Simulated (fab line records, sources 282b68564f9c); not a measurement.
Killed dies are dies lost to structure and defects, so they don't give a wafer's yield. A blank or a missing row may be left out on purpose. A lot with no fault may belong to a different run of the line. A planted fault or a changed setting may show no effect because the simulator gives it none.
The tool behind it: which one? -- flow rit-cmos -- 7 lots with 21 wafers sampled at 2 steps, on a route of 202 steps

WHAT EACH GAUGE READ, for each wafer
RIT_NLDD_TW_MEAS_10.
lot,measured,on,NLDD_TW
L195,day 3 13:15,film-metro-04,2440 2441 2448
L197,day 4 03:01,film-metro-01,2484 2490 2496
L202,day 5 02:55,film-metro-04,2469 2457 2464
L206,day 5 22:07,film-metro-03,2091 2092 2080
L211,day 6 15:13,film-metro-03,2464 2475 2455
L214,day 7 12:38,film-metro-03,2471 2484 2462
L216,day 7 22:00,film-metro-01,2470 2466 2488

WHAT TOOL EACH LOT RAN ON (gives the tool, then ch and the chambers of the sampled wafers, and finally the start)
lot,RIT_NLDD_IMPLANT_08
L195,"implanter-03 ch 0, day 3 12:58"
L197,"implanter-03 ch 0, day 4 02:43"
L202,"implanter-04 ch 0, day 5 02:37"
L206,"implanter-04 ch 0, day 5 21:49"
L211,"implanter-01 ch 0, day 6 14:54"
L214,"implanter-03 ch 0, day 7 12:20"
L216,"implanter-03 ch 0, day 7 21:41"
- RIT_NLDD_IMPLANT_08

THE ANSWER, worked out from the rows above alone
Rule: the lots themselves supply what counts as usual. Put in order of their means at a reading, lots are off if they are a third of the lots or fewer, leave a main group of 4 or more, and stand apart from it by a gap of 3 or more times the standard deviation of the main group's means; of several such gaps the widest counts. The tables above print the reading to a certain number of digits; a main group whose means all agree to those digits is not used. Also off: a lot with no number at a reading for which 4 or more lots have one. Where the step has rows for the other lots, those lots are counted as sound.
Off: at RIT_NLDD_TW_MEAS_10 (NLDD_TW), L206. Mean 2468 and standard deviation 14 in the main group.
A tool fits if, at a process step before that reading, it ran every lot that is off, and no sound lot after the first of them. Those tools and the gauges at RIT_NLDD_TW_MEAS_10 are tried in the same way. One fits: implanter-04 at RIT_NLDD_IMPLANT_08. Its last sound lot is L202 (day 5 02:37), its first lot that is off L206 (day 5 21:49): a fault that began between those two fits.

WHAT THE SIMULATOR HAD PUT IN
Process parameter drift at RIT_NLDD_IMPLANT_08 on implanter-04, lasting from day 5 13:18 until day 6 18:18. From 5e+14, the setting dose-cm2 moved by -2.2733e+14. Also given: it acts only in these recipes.
Shown lots that were struck: L206. The same result came from the rule above.
